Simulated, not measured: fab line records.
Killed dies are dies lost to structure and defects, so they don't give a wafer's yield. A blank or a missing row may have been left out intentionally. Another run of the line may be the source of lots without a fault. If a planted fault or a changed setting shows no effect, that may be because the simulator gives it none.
Which tool did it? / flow rit-cmos / 14 lots, 42 wafers sampled, at 2 steps of a route of 202

== WHAT THE GAUGES SHOWED, per wafer ==
RIT_CONTACT_THK_MEAS_01. Usual: for CONTACT_TEOS_THK the level is 400 nm and the standard deviation is 4.9.
lot=L585; measured=day 3 07:24; on=film-metro-04; CONTACT_TEOS_THK (nm)=397 398 399; flag=
lot=L586; measured=day 3 17:56; on=film-metro-01; CONTACT_TEOS_THK (nm)=402 411 409; flag=
lot=L587; measured=day 3 21:27; on=film-metro-01; CONTACT_TEOS_THK (nm)=399 403 409; flag=
lot=L590; measured=day 4 10:13; on=film-metro-04; CONTACT_TEOS_THK (nm)=396 405 408; flag=
lot=L591; measured=day 4 16:11; on=film-metro-01; CONTACT_TEOS_THK (nm)=391 388 396; flag=
lot=L592; measured=day 4 22:14; on=film-metro-04; CONTACT_TEOS_THK (nm)=404 399 407; flag=
lot=L594; measured=day 5 03:52; on=film-metro-03; CONTACT_TEOS_THK (nm)=399 406 407; flag=
lot=L593; measured=day 5 04:57; on=film-metro-03; CONTACT_TEOS_THK (nm)=393 397 403; flag=
lot=L595; measured=day 5 12:36; on=film-metro-03; CONTACT_TEOS_THK (nm)=404 400 396; flag=
lot=L596; measured=day 5 17:03; on=film-metro-03; CONTACT_TEOS_THK (nm)=390 394 399; flag=
lot=L597; measured=day 5 21:33; on=film-metro-01; CONTACT_TEOS_THK (nm)=396 396 398; flag=
lot=L602; measured=day 6 21:25; on=film-metro-03; CONTACT_TEOS_THK (nm)=402 210 405 402 210 405; flag=OFF
lot=L604; measured=day 7 07:15; on=film-metro-03; CONTACT_TEOS_THK (nm)=397 396 404; flag=
lot=L605; measured=day 7 14:04; on=film-metro-04; CONTACT_TEOS_THK (nm)=404 395 211 405 395 211; flag=OFF

== EACH LOT AND THE TOOL THAT RAN IT (in order: tool; ch and the chambers of the sampled wafers; start) ==
lot=L585; RIT_CONTACT_CVD_00=pecvd-01 ch 0,1,2, day 3 07:21
lot=L586; RIT_CONTACT_CVD_00=pecvd-04 ch 0,1, day 3 17:53
lot=L587; RIT_CONTACT_CVD_00=pecvd-03 ch 0,1,2, day 3 21:23
lot=L590; RIT_CONTACT_CVD_00=pecvd-03 ch 0,1,2, day 4 10:10
lot=L591; RIT_CONTACT_CVD_00=pecvd-01 ch 0,1, day 4 16:08
lot=L592; RIT_CONTACT_CVD_00=pecvd-04 ch 1,2, day 4 22:10
lot=L594; RIT_CONTACT_CVD_00=pecvd-03 ch 1,2, day 5 03:47
lot=L593; RIT_CONTACT_CVD_00=pecvd-01 ch 1,2, day 5 04:53
lot=L595; RIT_CONTACT_CVD_00=pecvd-04 ch 0,1,2, day 5 12:33
lot=L596; RIT_CONTACT_CVD_00=pecvd-03 ch 1,2, day 5 16:59
lot=L597; RIT_CONTACT_CVD_00=pecvd-01 ch 0,1,2, day 5 21:30
lot=L602; RIT_CONTACT_CVD_00=pecvd-03 ch 0,1,2, day 6 21:21
lot=L604; RIT_CONTACT_CVD_00=pecvd-04 ch 0,1, day 7 07:12
lot=L605; RIT_CONTACT_CVD_00=pecvd-03 ch 0,1,2, day 7 14:00
- RIT_CONTACT_CVD_00: deposits SiO2 from TEOS, target thk 400 nm, time 61 s.

== AS READ BY THE TOOLS THEMSELVES (means over the sampled wafers that have a number; for cases with no such wafer, the mark the record gives instead) ==
RIT_CONTACT_CVD_00. Usual: heater-power-w 299 W, standard deviation 58.
lot=L585; tool=pecvd-01; heater-power-w (W)=305; flag=
lot=L586; tool=pecvd-04; heater-power-w (W)=384; flag=
lot=L587; tool=pecvd-03; heater-power-w (W)=252; flag=
lot=L590; tool=pecvd-03; heater-power-w (W)=245; flag=
lot=L591; tool=pecvd-01; heater-power-w (W)=304; flag=
lot=L592; tool=pecvd-04; heater-power-w (W)=275; flag=
lot=L594; tool=pecvd-03; heater-power-w (W)=302; flag=
lot=L593; tool=pecvd-01; heater-power-w (W)=285; flag=
lot=L595; tool=pecvd-04; heater-power-w (W)=341; flag=
lot=L596; tool=pecvd-03; heater-power-w (W)=294; flag=
lot=L597; tool=pecvd-01; heater-power-w (W)=308; flag=
lot=L602; tool=pecvd-03; heater-power-w (W)=254; flag=
lot=L604; tool=pecvd-04; heater-power-w (W)=345; flag=
lot=L605; tool=pecvd-03; heater-power-w (W)=291; flag=

== THE ANSWER, worked out from the rows above alone ==
Rule: lot off if the mean of its wafers having a number is beyond 3 standard deviations from the usual mean. A lot without any number at a reading at which 4 lots or more have one is off too. Any other lot the step has rows for is counted as sound. First the gauges in route order, then the tools' own readings, where a lot's mean is used as printed above. The first step at which some lot is off is used, and at that step the reading that is off furthest; a lot without a number counts as furthest.
Off: L602, L605, seen at RIT_CONTACT_THK_MEAS_01 (CONTACT_TEOS_THK).
A tool fits if, at a process step before that reading, it ran every lot that is off, and no sound lot after the first of them. Those tools and the gauges at RIT_CONTACT_THK_MEAS_01 are tried in the same way. One fits: RIT_CONTACT_CVD_00 on pecvd-03. A fault onset in the window from L596 (day 5 16:59, its last sound lot) to L602 (day 6 21:21, its first lot off) fits.

== WHAT THE SIMULATOR PUT IN ==
pecvd-03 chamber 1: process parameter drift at RIT_CONTACT_CVD_00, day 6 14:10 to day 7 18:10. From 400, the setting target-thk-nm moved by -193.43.
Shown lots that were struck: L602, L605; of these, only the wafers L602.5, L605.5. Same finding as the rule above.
